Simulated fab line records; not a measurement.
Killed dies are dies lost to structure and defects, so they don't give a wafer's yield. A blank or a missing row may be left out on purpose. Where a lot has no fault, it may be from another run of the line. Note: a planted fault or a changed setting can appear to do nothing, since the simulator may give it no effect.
A lot that was struck, set against a sound lot :: flow rit cmos :: 15 out of 202 route steps
Sound: the wafers L244.1, L244.3, L244.5. Struck: wafers L252.3, L252.4, L252.5. The cause comes at the end.
Order at every step that has rows: each side's tool, ch and its chambers, its first start. Under that, the readings that differ: sound wafers :: struck wafers :: difference of the means :: sigmas: that difference in standard deviations of wafers without a fault.
alike: same words and numbers on both sides, and readings whose means sit less than 2 such deviations apart. not compared: any withheld reading, any reading some wafer has no value for, any bound like >300 that may hide the same value, and any number with overlapping values for which the record gives no deviation.
A row with sigmas, a row that says differs or no value, or rows on one side alone: a step with any of these is where the two part. When numbers do not overlap yet have no deviation, they are printed without sigmas and do not part them. Lack of a reading on every wafer of one side parts them only where that side has two or more wafers.

RIT_NWELL_OVL_MEAS_06:
  sound on overlay-02, day 2 13:44; struck on overlay-01, day 4 04:38
  alike: NWELL_OVL
then, 2 steps without rows for these wafers: RIT_NWELL_HARDBAKE_07 (time 120 s); RIT_NWELL_IMPLANT_08.
RIT_NWELL_STRIP_09: strips in O2, time 180 s.
  sound on plasma asher-01 ch 1, day 2 14:10; struck on plasma asher-03 ch 0,1, day 4 05:12
  alike: drypump motor current A
  not compared: rf hours counter h
RIT_NWELL_TW_MEAS_10:
  sound on film metro-02, day 2 14:21; struck on film metro-04, day 4 05:20
  alike: NWELL_TW
then, 6 steps without rows for these wafers: RIT_PWELL_HMDS_00 (prime time 60 s); RIT_PWELL_COAT_01 (resist thk 1300 nm); RIT_PWELL_SOFTBAKE_02 (time 60 s); RIT_PWELL_EXPOSE_03 (exposes mask M3, target cd 43700 nm); RIT_PWELL_PEB_04; RIT_PWELL_DEVELOP_05 (develop time 68 s).
RIT_PWELL_OVL_MEAS_06:
  sound on overlay-02, day 2 15:17; struck on overlay-01, day 4 06:16
  alike: PWELL_OVL
RIT_PWELL_HARDBAKE_07: time 120 s.
  sound on litho track-02 ch 0, day 2 15:19; struck on litho track-02 ch 0, day 4 06:22
reading: heater power total W (W)
sound: 52.06 52.05 52.08
struck: 54.04 53.84 54.01
difference: +1.90
sigmas: +28

reading: plate temp C (C)
sound: 139.73 139.73 139.88
struck: 143.81 143.94 143.85
difference: +4.09
sigmas: +29
following that, these wafers have no rows for 1 step: RIT_PWELL_IMPLANT_08.
RIT_M1_PROBE_99:
  sound on prober-02, day 4 05:20; struck on prober-02, day 5 22:50
reading: killed at contacts
sound: 0 2 0
struck: 0 0 0
difference: -1
sigmas: -2
  alike: killed_at_M0_to_M3, killed at front end, killed dies, killed open, killed short

WHERE THEY PART
Earliest at RIT_PWELL_HARDBAKE_07; latest, in this record, at RIT_M1_PROBE_99.

WHY: what had been put in by the simulator
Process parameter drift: litho track-02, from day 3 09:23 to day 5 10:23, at RIT_PWELL_HARDBAKE_07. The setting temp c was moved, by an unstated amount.
